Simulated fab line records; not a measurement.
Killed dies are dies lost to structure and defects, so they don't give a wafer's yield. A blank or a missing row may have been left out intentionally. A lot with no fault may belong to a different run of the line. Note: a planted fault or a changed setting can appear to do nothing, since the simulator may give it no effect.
fab line records / flow berkeley_cmos170
record: lots: 5 wafers: 15 last_day: 12
route steps=331 shown V1@256
lots with no fault: from the same line, run without faults
start_h: hours from the record's opening day to when the first of the lot's shown wafers began / wait_h: hours elapsed since this lot's preceding step / " unchanged from the row above / L1.1+2: a row that stands for several wafers / - no value, or no start given / * or withheld: withheld / < > ~ a bound
route shown NAME@n: NAME is a module with steps in the file, n the number in the route of the first one / usual: average and standard deviation across the fault-free wafers / same: alike in all rows / chamber/n: place in a boat / sites: the reading at each site / _std_site: standard deviation of those values / _edge_site: inner sites' mean taken away from outer sites' mean / radius_mm: how far each site lies from the wafer's centre / mask NAME#n: copy n / behind: the tool/chamber that last shaped the wafer / hold: why the lot went on hold/how many hours it stayed there/how the hold came to an end / device: names the non-switching transistor (n, p or np) / end of line: tests run on the same wafers once the route is complete / step lacking rows: just its recipe / killed: dies that structure and defects cost at the first sort, which is not the same as the wafer's yield / map: a wafer's dies, x killed, . not, _ none there
set.NAME: the run value of the setting; set.NAME@STEP: its run value at that earlier step / model.NAME: the simulator's own value behind a step, which no gauge read
lots seen at some steps along the route; tables by step, rows by wafer
services: when a tool's chamber went out of use (start_h, in hours from the record's first day, below 0 if earlier), for how many hours, and the reason
== steps ==
step: UCB170_V1_CMP_02
recipe: material: SiO2 down_force_psi: 6 platen_rpm: 60 pad_velocity_m_s: 0.75398
usual: motor_current_A: 15.7/1.7 platen_rpm: 59.99/0.043
lot.wafer=L422.2 tool=cmp-02 chamber=0 start_h=151.63 wait_h=0.0 motor_current_A=13.0 platen_rpm=60.09
lot.wafer=L422.1 tool=cmp-02 chamber=2 start_h=151.63 wait_h=0.0 motor_current_A=17.7 platen_rpm=59.97
lot.wafer=L422.6 tool=cmp-02 chamber=1 start_h=151.63 wait_h=0.0 motor_current_A=13.5 platen_rpm=59.99
lot.wafer=L423.2 tool=cmp-02 chamber=3 start_h=151.93 wait_h=0.3 motor_current_A=17.8 platen_rpm=60.02
lot.wafer=L423.5 tool=cmp-02 chamber=3 start_h=151.93 wait_h=0.3 motor_current_A=17.9 platen_rpm=60.05
lot.wafer=L423.6 tool=cmp-02 chamber=0 start_h=151.93 wait_h=0.3 motor_current_A=13.0 platen_rpm=59.97
lot.wafer=L433.1 tool=cmp-02 chamber=3 start_h=205.84 wait_h=0.1 motor_current_A=18.0 platen_rpm=60.01
lot.wafer=L433.4 tool=cmp-02 chamber=1 start_h=205.84 wait_h=0.1 motor_current_A=14.3 platen_rpm=60.03
lot.wafer=L433.5 tool=cmp-02 chamber=0 start_h=205.84 wait_h=0.1 motor_current_A=13.5 platen_rpm=59.94
lot.wafer=L434.4 tool=cmp-01 chamber=1 start_h=205.84 wait_h=0.0 motor_current_A=15.5 platen_rpm=59.96
lot.wafer=L434.5 tool=cmp-01 chamber=1 start_h=205.84 wait_h=0.0 motor_current_A=15.2 platen_rpm=60.04
lot.wafer=L434.6 tool=cmp-01 chamber=2 start_h=205.84 wait_h=0.0 motor_current_A=15.1 platen_rpm=59.96
lot.wafer=L444.3 tool=cmp-01 chamber=0 start_h=271.39 wait_h=0.1 motor_current_A=16.5 platen_rpm=60.07
lot.wafer=L444.1 tool=cmp-01 chamber=1 start_h=271.39 wait_h=0.1 motor_current_A=15.0 platen_rpm=60.05
lot.wafer=L444.6 tool=cmp-01 chamber=0 start_h=271.39 wait_h=0.1 motor_current_A=17.0 platen_rpm=59.95
step: UCB170_V1_BOW_MEAS_03
recipe: mode: bow
usual: V1_BOW: 20/6.6
lot.wafer=L422.1 tool=film_metro-04 chamber=- start_h=151.93 wait_h=0.1 V1_BOW[um]=25
lot.wafer=L422.2 tool=film_metro-04 chamber=- start_h=151.93 wait_h=0.1 V1_BOW[um]=18
lot.wafer=L422.6 tool=film_metro-04 chamber=- start_h=151.93 wait_h=0.1 V1_BOW[um]=22
lot.wafer=L423.2 tool=film_metro-03 chamber=- start_h=152.40 wait_h=0.4 V1_BOW[um]=28
lot.wafer=L423.5 tool=film_metro-03 chamber=- start_h=152.40 wait_h=0.4 V1_BOW[um]=28
lot.wafer=L423.6 tool=film_metro-03 chamber=- start_h=152.40 wait_h=0.4 V1_BOW[um]=13
lot.wafer=L433.1 tool=film_metro-02 chamber=- start_h=206.14 wait_h=0.2 V1_BOW[um]=21
lot.wafer=L433.4 tool=film_metro-02 chamber=- start_h=206.14 wait_h=0.2 V1_BOW[um]=14
lot.wafer=L433.5 tool=film_metro-02 chamber=- start_h=206.14 wait_h=0.2 V1_BOW[um]=18
lot.wafer=L434.4 tool=film_metro-03 chamber=- start_h=206.20 wait_h=0.3 V1_BOW[um]=19
lot.wafer=L434.5 tool=film_metro-03 chamber=- start_h=206.20 wait_h=0.3 V1_BOW[um]=16
lot.wafer=L434.6 tool=film_metro-03 chamber=- start_h=206.20 wait_h=0.3 V1_BOW[um]=27
lot.wafer=L444.1 tool=film_metro-02 chamber=- start_h=271.64 wait_h=0.1 V1_BOW[um]=17
lot.wafer=L444.3 tool=film_metro-02 chamber=- start_h=271.64 wait_h=0.1 V1_BOW[um]=13
lot.wafer=L444.6 tool=film_metro-02 chamber=- start_h=271.64 wait_h=0.1 V1_BOW[um]=3
step: UCB170_V1_THK_MEAS_04
recipe: reads: SiO2_of_V1_CVD_00
usual: V1_POLISHED_THK: 1000.3/1.3
lot.wafer=L422.1 tool=film_metro-04 chamber=- start_h=152.05 wait_h=0.1 V1_POLISHED_THK[nm]=999.5
lot.wafer=L422.2 tool=film_metro-04 chamber=- start_h=152.05 wait_h=0.1 V1_POLISHED_THK[nm]=996.9
lot.wafer=L422.6 tool=film_metro-04 chamber=- start_h=152.05 wait_h=0.1 V1_POLISHED_THK[nm]=1002.0
lot.wafer=L423.2 tool=film_metro-03 chamber=- start_h=152.51 wait_h=0.1 V1_POLISHED_THK[nm]=1000.0
lot.wafer=L423.5 tool=film_metro-03 chamber=- start_h=152.51 wait_h=0.1 V1_POLISHED_THK[nm]=1000.2
lot.wafer=L423.6 tool=film_metro-03 chamber=- start_h=152.51 wait_h=0.1 V1_POLISHED_THK[nm]=998.8
lot.wafer=L433.1 tool=film_metro-02 chamber=- start_h=206.26 wait_h=0.1 V1_POLISHED_THK[nm]=1000.5
lot.wafer=L433.4 tool=film_metro-02 chamber=- start_h=206.26 wait_h=0.1 V1_POLISHED_THK[nm]=1001.2
lot.wafer=L433.5 tool=film_metro-02 chamber=- start_h=206.26 wait_h=0.1 V1_POLISHED_THK[nm]=999.2
lot.wafer=L434.4 tool=film_metro-03 chamber=- start_h=206.29 wait_h=0.1 V1_POLISHED_THK[nm]=1000.1
lot.wafer=L434.5 tool=film_metro-03 chamber=- start_h=206.29 wait_h=0.1 V1_POLISHED_THK[nm]=1000.8
lot.wafer=L434.6 tool=film_metro-03 chamber=- start_h=206.29 wait_h=0.1 V1_POLISHED_THK[nm]=1001.9
lot.wafer=L444.1 tool=film_metro-02 chamber=- start_h=271.76 wait_h=0.1 V1_POLISHED_THK[nm]=1001.0
lot.wafer=L444.3 tool=film_metro-02 chamber=- start_h=271.76 wait_h=0.1 V1_POLISHED_THK[nm]=1000.0
lot.wafer=L444.6 tool=film_metro-02 chamber=- start_h=271.76 wait_h=0.1 V1_POLISHED_THK[nm]=999.5
step: UCB170_V1_CLEAN_05
recipe: chemistry: DIW
step: UCB170_V1_HMDS_06
recipe: prime_time_s: 60 prime_temp_c: 100
step: UCB170_V1_COAT_07
recipe: resist: KrF spin_rpm: 1500 resist_thk_nm: 900
step: UCB170_V1_SOFTBAKE_08
recipe: resist: KrF temp_c: 130 time_s: 60
step: UCB170_V1_EXPOSE_09
recipe: mask_id: VIA1 target_cd_nm: 700 na: 0.5 sigma_outer: 0.6 source_shape: conventional dose_mj: 37
step: UCB170_V1_PEB_10
recipe: peb_temp_c: 130 peb_time_s: withheld resist: KrF
step: UCB170_V1_DEVELOP_11
recipe: developer: TMAH develop_time_s: 45 resist: KrF dev_temp_c: 21
step: UCB170_V1_CD_MEAS_12
recipe: target_cd_nm: 700
usual: cd_nm: 700.3/1.5
lot.wafer=L422.1 tool=cd_sem-02 chamber=- start_h=153.93 wait_h=- cd_nm=698.0
lot.wafer=L422.2 tool=cd_sem-02 chamber=- start_h=153.93 wait_h=- cd_nm=697.7
lot.wafer=L422.6 tool=cd_sem-02 chamber=- start_h=153.93 wait_h=- cd_nm=698.2
lot.wafer=L423.2 tool=cd_sem-01 chamber=- start_h=154.22 wait_h=- cd_nm=701.2
lot.wafer=L423.5 tool=cd_sem-01 chamber=- start_h=154.22 wait_h=- cd_nm=700.8
lot.wafer=L423.6 tool=cd_sem-01 chamber=- start_h=154.22 wait_h=- cd_nm=702.3
lot.wafer=L434.4 tool=cd_sem-01 chamber=- start_h=209.04 wait_h=- cd_nm=700.0
lot.wafer=L434.5 tool=cd_sem-01 chamber=- start_h=209.04 wait_h=- cd_nm=700.1
lot.wafer=L434.6 tool=cd_sem-01 chamber=- start_h=209.04 wait_h=- cd_nm=700.7
lot.wafer=L433.1 tool=cd_sem-02 chamber=- start_h=209.25 wait_h=- cd_nm=697.8
lot.wafer=L433.4 tool=cd_sem-02 chamber=- start_h=209.25 wait_h=- cd_nm=699.8
lot.wafer=L433.5 tool=cd_sem-02 chamber=- start_h=209.25 wait_h=- cd_nm=697.8
lot.wafer=L444.1 tool=cd_sem-02 chamber=- start_h=273.13 wait_h=- cd_nm=698.8
lot.wafer=L444.3 tool=cd_sem-02 chamber=- start_h=273.13 wait_h=- cd_nm=700.6
lot.wafer=L444.6 tool=cd_sem-02 chamber=- start_h=273.13 wait_h=- cd_nm=701.4
step: UCB170_V1_OVL_MEAS_13
usual: V1_OVL: -3/5.3
lot.wafer=L422.1 tool=overlay-01 chamber=- start_h=154.05 wait_h=0.1 V1_OVL[nm]=-7
lot.wafer=L422.2 tool=overlay-01 chamber=- start_h=154.05 wait_h=0.1 V1_OVL[nm]=-4
lot.wafer=L422.6 tool=overlay-01 chamber=- start_h=154.05 wait_h=0.1 V1_OVL[nm]=-6
lot.wafer=L423.2 tool=overlay-02 chamber=- start_h=154.33 wait_h=0.1 V1_OVL[nm]=2
lot.wafer=L423.5 tool=overlay-02 chamber=- start_h=154.33 wait_h=0.1 V1_OVL[nm]=3
lot.wafer=L423.6 tool=overlay-02 chamber=- start_h=154.33 wait_h=0.1 V1_OVL[nm]=3
lot.wafer=L434.4 tool=overlay-01 chamber=- start_h=209.12 wait_h=0.1 V1_OVL[nm]=-8
lot.wafer=L434.5 tool=overlay-01 chamber=- start_h=209.12 wait_h=0.1 V1_OVL[nm]=-3
lot.wafer=L434.6 tool=overlay-01 chamber=- start_h=209.12 wait_h=0.1 V1_OVL[nm]=-4
lot.wafer=L433.1 tool=overlay-02 chamber=- start_h=209.37 wait_h=0.1 V1_OVL[nm]=-9
lot.wafer=L433.4 tool=overlay-02 chamber=- start_h=209.37 wait_h=0.1 V1_OVL[nm]=0
lot.wafer=L433.5 tool=overlay-02 chamber=- start_h=209.37 wait_h=0.1 V1_OVL[nm]=-8
lot.wafer=L444.1 tool=overlay-02 chamber=- start_h=273.25 wait_h=0.1 V1_OVL[nm]=-7
lot.wafer=L444.3 tool=overlay-02 chamber=- start_h=273.25 wait_h=0.1 V1_OVL[nm]=-9
lot.wafer=L444.6 tool=overlay-02 chamber=- start_h=273.25 wait_h=0.1 V1_OVL[nm]=-1
step: UCB170_V1_ETCH_14
recipe: chemistry: CHF3/CF4/Ar target: SiO2 stop_on: Al CHF3_flow_sccm: 45 cf4_flow_sccm: 15 Ar_flow_sccm: 150 pressure_mtorr: 200 rf_w: 700 target_depth_a: 12500 over_etch_frac: 0.25 time_s: 291
usual: chamber_pressure_mTorr: 200.01/0.19 drypump_motor_current_A: 5.7/0.46 oes_product_au: 0.870/0.011 throttle_valve_pct: 6.93/0.11
lot.wafer=L422.1 tool=rie_diel-03 chamber=1 start_h=154.08 wait_h=0.0 chamber_pressure_mTorr=199.84 drypump_motor_current_A=5.9 oes_product_au=0.854 rf_hours_counter_h=153 throttle_valve_pct=7.12 model.KrF_of_V1_COAT_07.thk_nm=616.2 model.V1.feature_depth_nm=1000 model.etch.depth_nm=1000
lot.wafer=L422.2 tool=rie_diel-03 chamber=2 start_h=154.08 wait_h=0.0 chamber_pressure_mTorr=200.23 drypump_motor_current_A=6.3 oes_product_au=0.874 rf_hours_counter_h=50 throttle_valve_pct=7.07 model.KrF_of_V1_COAT_07.thk_nm=616.4 model.V1.feature_depth_nm=997.6 model.etch.depth_nm=997.6
lot.wafer=L422.6 tool=rie_diel-03 chamber=0 start_h=154.08 wait_h=0.0 chamber_pressure_mTorr=200.10 drypump_motor_current_A=5.1 oes_product_au=0.868 rf_hours_counter_h=- throttle_valve_pct=6.87 model.KrF_of_V1_COAT_07.thk_nm=614.8 model.V1.feature_depth_nm=1001 model.etch.depth_nm=1001
lot.wafer=L423.2 tool=rie_diel-04 chamber=3 start_h=154.36 wait_h=0.0 chamber_pressure_mTorr=199.92 drypump_motor_current_A=6.3 oes_product_au=0.879 rf_hours_counter_h=86 throttle_valve_pct=6.92 model.KrF_of_V1_COAT_07.thk_nm=609.3 model.V1.feature_depth_nm=1001 model.etch.depth_nm=1001
lot.wafer=L423.5 tool=rie_diel-04 chamber=2 start_h=154.36 wait_h=0.0 chamber_pressure_mTorr=199.88 drypump_motor_current_A=5.8 oes_product_au=0.883 rf_hours_counter_h=- throttle_valve_pct=7.11 model.KrF_of_V1_COAT_07.thk_nm=611.8 model.V1.feature_depth_nm=1000 model.etch.depth_nm=1000
lot.wafer=L423.6 tool=rie_diel-04 chamber=3 start_h=154.36 wait_h=0.0 chamber_pressure_mTorr=200.07 drypump_motor_current_A=6.3 oes_product_au=0.873 rf_hours_counter_h=- throttle_valve_pct=6.94 model.KrF_of_V1_COAT_07.thk_nm=610.8 model.V1.feature_depth_nm=999.1 model.etch.depth_nm=999
lot.wafer=L434.4 tool=rie_diel-04 chamber=0 start_h=209.13 wait_h=0.0 chamber_pressure_mTorr=200.00 drypump_motor_current_A=6.1 oes_product_au=0.869 rf_hours_counter_h=25 throttle_valve_pct=6.86 model.KrF_of_V1_COAT_07.thk_nm=609.6 model.V1.feature_depth_nm=1001 model.etch.depth_nm=1000
lot.wafer=L434.5 tool=rie_diel-04 chamber=1 start_h=209.13 wait_h=0.0 chamber_pressure_mTorr=200.17 drypump_motor_current_A=5.7 oes_product_au=0.836 rf_hours_counter_h=- throttle_valve_pct=6.95 model.KrF_of_V1_COAT_07.thk_nm=678.4 model.V1.feature_depth_nm=938.4 model.etch.depth_nm=938.4
lot.wafer=L434.6 tool=rie_diel-04 chamber=0 start_h=209.13 wait_h=0.0 chamber_pressure_mTorr=200.04 drypump_motor_current_A=6.2 oes_product_au=0.870 rf_hours_counter_h=- throttle_valve_pct=6.88 model.KrF_of_V1_COAT_07.thk_nm=610.3 model.V1.feature_depth_nm=1001 model.etch.depth_nm=1001
lot.wafer=L433.1 tool=rie_diel-02 chamber=3 start_h=209.40 wait_h=0.0 chamber_pressure_mTorr=200.13 drypump_motor_current_A=5.8 oes_product_au=0.894 rf_hours_counter_h=113 throttle_valve_pct=6.99 model.KrF_of_V1_COAT_07.thk_nm=616.4 model.V1.feature_depth_nm=1001 model.etch.depth_nm=1001
lot.wafer=L433.4 tool=rie_diel-02 chamber=0 start_h=209.40 wait_h=0.0 chamber_pressure_mTorr=200.17 drypump_motor_current_A=5.8 oes_product_au=0.889 rf_hours_counter_h=6 throttle_valve_pct=6.82 model.KrF_of_V1_COAT_07.thk_nm=613.7 model.V1.feature_depth_nm=1001 model.etch.depth_nm=1000
lot.wafer=L433.5 tool=rie_diel-02 chamber=1 start_h=209.40 wait_h=0.0 chamber_pressure_mTorr=199.63 drypump_motor_current_A=5.6 oes_product_au=0.843 rf_hours_counter_h=- throttle_valve_pct=6.71 model.KrF_of_V1_COAT_07.thk_nm=617.8 model.V1.feature_depth_nm=999 model.etch.depth_nm=999
lot.wafer=L444.1 tool=rie_diel-02 chamber=3 start_h=273.29 wait_h=0.0 chamber_pressure_mTorr=200.27 drypump_motor_current_A=5.9 oes_product_au=0.890 rf_hours_counter_h=115 throttle_valve_pct=7.00 model.KrF_of_V1_COAT_07.thk_nm=616.8 model.V1.feature_depth_nm=1001 model.etch.depth_nm=1001
lot.wafer=L444.3 tool=rie_diel-02 chamber=2 start_h=273.29 wait_h=0.0 chamber_pressure_mTorr=199.89 drypump_motor_current_A=5.8 oes_product_au=0.865 rf_hours_counter_h=40 throttle_valve_pct=6.84 model.KrF_of_V1_COAT_07.thk_nm=609.2 model.V1.feature_depth_nm=1000 model.etch.depth_nm=999.8
lot.wafer=L444.6 tool=rie_diel-02 chamber=3 start_h=273.29 wait_h=0.0 chamber_pressure_mTorr=200.12 drypump_motor_current_A=5.8 oes_product_au=0.884 rf_hours_counter_h=- throttle_valve_pct=7.02 model.KrF_of_V1_COAT_07.thk_nm=617.5 model.V1.feature_depth_nm=999.4 model.etch.depth_nm=999.4
step: UCB170_V1_STRIP_15
recipe: chemistry: O2 power_w: 400 pressure_mtorr: 3500 platen_temp_c: withheld o2_flow_sccm: 400 overash_fraction: 0.5
usual: chamber_pressure_mTorr: 3500/3.2 drypump_motor_current_A: 5.6/0.32 oes_product_au: 0.722/0.0047 strip_time_to_endpoint_s: 15.38/0.12
lot.wafer=L422.1 tool=plasma_asher-04 chamber=1 start_h=154.26 wait_h=0.1 chamber_pressure_mTorr=3496 drypump_motor_current_A=6.2 oes_product_au=0.720 rf_hours_counter_h=41 strip_time_to_endpoint_s=15.44
lot.wafer=L422.2 tool=plasma_asher-04 chamber=0 start_h=154.26 wait_h=0.1 chamber_pressure_mTorr=3510 drypump_motor_current_A=5.3 oes_product_au=0.722 rf_hours_counter_h=41 strip_time_to_endpoint_s=15.46
lot.wafer=L422.6 tool=plasma_asher-04 chamber=0 start_h=154.26 wait_h=0.1 chamber_pressure_mTorr=3502 drypump_motor_current_A=5.3 oes_product_au=0.721 rf_hours_counter_h=- strip_time_to_endpoint_s=15.42
lot.wafer=L423.2 tool=plasma_asher-03 chamber=1 start_h=154.53 wait_h=0.1 chamber_pressure_mTorr=3498 drypump_motor_current_A=5.5 oes_product_au=0.716 rf_hours_counter_h=40 strip_time_to_endpoint_s=15.29
lot.wafer=L423.5 tool=plasma_asher-03 chamber=0 start_h=154.53 wait_h=0.1 chamber_pressure_mTorr=3503 drypump_motor_current_A=5.6 oes_product_au=0.711 rf_hours_counter_h=- strip_time_to_endpoint_s=15.36
lot.wafer=L423.6 tool=plasma_asher-03 chamber=1 start_h=154.53 wait_h=0.1 chamber_pressure_mTorr=3497 drypump_motor_current_A=5.6 oes_product_au=0.714 rf_hours_counter_h=- strip_time_to_endpoint_s=15.33
lot.wafer=L434.4 tool=plasma_asher-02 chamber=0 start_h=209.35 wait_h=0.1 chamber_pressure_mTorr=3499 drypump_motor_current_A=5.7 oes_product_au=0.728 rf_hours_counter_h=- strip_time_to_endpoint_s=15.29
lot.wafer=L434.5 tool=plasma_asher-02 chamber=1 start_h=209.35 wait_h=0.1 chamber_pressure_mTorr=3501 drypump_motor_current_A=5.2 oes_product_au=0.722 rf_hours_counter_h=- strip_time_to_endpoint_s=16.87
lot.wafer=L434.6 tool=plasma_asher-02 chamber=0 start_h=209.35 wait_h=0.1 chamber_pressure_mTorr=3503 drypump_motor_current_A=5.7 oes_product_au=0.727 rf_hours_counter_h=- strip_time_to_endpoint_s=15.31
lot.wafer=L433.1 tool=plasma_asher-04 chamber=0 start_h=209.58 wait_h=0.1 chamber_pressure_mTorr=3498 drypump_motor_current_A=5.3 oes_product_au=0.721 rf_hours_counter_h=47 strip_time_to_endpoint_s=15.46
lot.wafer=L433.4 tool=plasma_asher-04 chamber=0 start_h=209.58 wait_h=0.1 chamber_pressure_mTorr=3497 drypump_motor_current_A=5.3 oes_product_au=0.714 rf_hours_counter_h=- strip_time_to_endpoint_s=15.39
lot.wafer=L433.5 tool=plasma_asher-04 chamber=1 start_h=209.58 wait_h=0.1 chamber_pressure_mTorr=3498 drypump_motor_current_A=6.3 oes_product_au=0.728 rf_hours_counter_h=- strip_time_to_endpoint_s=15.49
lot.wafer=L444.1 tool=plasma_asher-03 chamber=1 start_h=273.47 wait_h=0.1 chamber_pressure_mTorr=3500 drypump_motor_current_A=5.5 oes_product_au=0.716 rf_hours_counter_h=53 strip_time_to_endpoint_s=15.47
lot.wafer=L444.3 tool=plasma_asher-03 chamber=0 start_h=273.47 wait_h=0.1 chamber_pressure_mTorr=3497 drypump_motor_current_A=5.6 oes_product_au=0.723 rf_hours_counter_h=- strip_time_to_endpoint_s=15.30
lot.wafer=L444.6 tool=plasma_asher-03 chamber=0 start_h=273.47 wait_h=0.1 chamber_pressure_mTorr=3505 drypump_motor_current_A=5.6 oes_product_au=0.723 rf_hours_counter_h=- strip_time_to_endpoint_s=15.47
step: UCB170_V1_CD_MEAS_90
recipe: target_cd_nm: 700
usual: cd_nm: 700.3/1.7
lot.wafer=L422.1 tool=cd_sem-01 chamber=- start_h=154.36 wait_h=0.1 cd_nm=698.6
lot.wafer=L422.2 tool=cd_sem-01 chamber=- start_h=154.36 wait_h=0.1 cd_nm=696.7
lot.wafer=L422.6 tool=cd_sem-01 chamber=- start_h=154.36 wait_h=0.1 cd_nm=699.3
lot.wafer=L423.2 tool=cd_sem-01 chamber=- start_h=154.65 wait_h=0.1 cd_nm=700.8
lot.wafer=L423.5 tool=cd_sem-01 chamber=- start_h=154.65 wait_h=0.1 cd_nm=701.0
lot.wafer=L423.6 tool=cd_sem-01 chamber=- start_h=154.65 wait_h=0.1 cd_nm=702.0
lot.wafer=L434.4 tool=cd_sem-02 chamber=- start_h=209.47 wait_h=0.1 cd_nm=701.4
lot.wafer=L434.5 tool=cd_sem-02 chamber=- start_h=209.47 wait_h=0.1 cd_nm=697.1
lot.wafer=L434.6 tool=cd_sem-02 chamber=- start_h=209.47 wait_h=0.1 cd_nm=701.3
lot.wafer=L433.1 tool=cd_sem-02 chamber=- start_h=209.68 wait_h=0.1 cd_nm=698.4
lot.wafer=L433.4 tool=cd_sem-02 chamber=- start_h=209.68 wait_h=0.1 cd_nm=699.8
lot.wafer=L433.5 tool=cd_sem-02 chamber=- start_h=209.68 wait_h=0.1 cd_nm=696.6
lot.wafer=L444.1 tool=cd_sem-01 chamber=- start_h=273.57 wait_h=0.1 cd_nm=698.3
lot.wafer=L444.3 tool=cd_sem-01 chamber=- start_h=273.57 wait_h=0.1 cd_nm=700.3
lot.wafer=L444.6 tool=cd_sem-01 chamber=- start_h=273.57 wait_h=0.1 cd_nm=701.6
== services ==
tool=rie_diel-03 chamber=0 start_h=128.71 hours=12.0 kind=repair
tool=rie_diel-04 chamber=2 start_h=135.17 hours=3.6 kind=repair
tool=cmp-02 chamber=- start_h=140.82 hours=9.4 kind=pm
tool=plasma_asher-02 chamber=- start_h=143.11 hours=0.6 kind=repair
tool=cmp-01 chamber=- start_h=150.24 hours=4.8 kind=pm
tool=cmp-02 chamber=- start_h=153.63 hours=0.3 kind=repair
tool=rie_diel-04 chamber=3 start_h=156.15 hours=16.7 kind=repair
tool=rie_diel-04 chamber=0 start_h=161.49 hours=2.4 kind=repair
tool=rie_diel-03 chamber=1 start_h=165.41 hours=8.2 kind=repair
tool=rie_diel-03 chamber=0 start_h=167.75 hours=7.6 kind=repair
tool=cmp-02 chamber=- start_h=171.83 hours=1.0 kind=repair
tool=rie_diel-02 chamber=3 start_h=176.94 hours=2.9 kind=repair
tool=rie_diel-04 chamber=2 start_h=177.69 hours=3.3 kind=repair
tool=plasma_asher-04 chamber=- start_h=188.00 hours=1.8 kind=repair
tool=cmp-01 chamber=- start_h=198.05 hours=1.2 kind=repair
tool=rie_diel-02 chamber=1 start_h=222.92 hours=5.3 kind=repair
tool=cmp-02 chamber=- start_h=226.75 hours=4.7 kind=pm
tool=cmp-02 chamber=- start_h=232.00 hours=4.0 kind=pm
tool=cmp-02 chamber=- start_h=236.00 hours=- kind=consumable_replace:conditioner
tool=cmp-02 chamber=- start_h=236.00 hours=- kind=consumable_replace:pad
tool=rie_diel-04 chamber=2 start_h=246.76 hours=- kind=clean
tool=rie_diel-04 chamber=2 start_h=246.76 hours=17.5 kind=scheduled_down
tool=rie_diel-03 chamber=1 start_h=252.99 hours=1.6 kind=repair
tool=rie_diel-04 chamber=0 start_h=262.54 hours=5.9 kind=repair
== key ==
first_sign: step: UCB170_V1_ETCH_14 reading: oes_product_au direction: down sigmas: 3.1 usual: 0.870 struck: 0.836
effect: step: UCB170_V1_STRIP_15 reading: strip_time_to_endpoint_s direction: up sigmas: 13 usual: * struck: *
model_effect: step: UCB170_V1_ETCH_14 value: KrF_of_V1_COAT_07.thk_nm without: 611.3 struck: 678.4
met_at UCB170_V1_ETCH_14
struck_wafers L434.5
later_rows_left_out L434.5
sort_left_out L434.5
fault: kind: process_parameter_drift tool: rie_diel-04 chamber: 1 onset_h: 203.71 steps: UCB170_V1_ETCH_14 channel: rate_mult offset: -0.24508 shape: step end_h: 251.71
sort_left_out: the simulated sort isn't trusted on such a fault, so these wafers' sort isn't shown, and their yield isn't known
later_rows_left_out: the simulator's readings of these wafers behind a module that went badly wrong aren't trusted and aren't shown, but for the sort
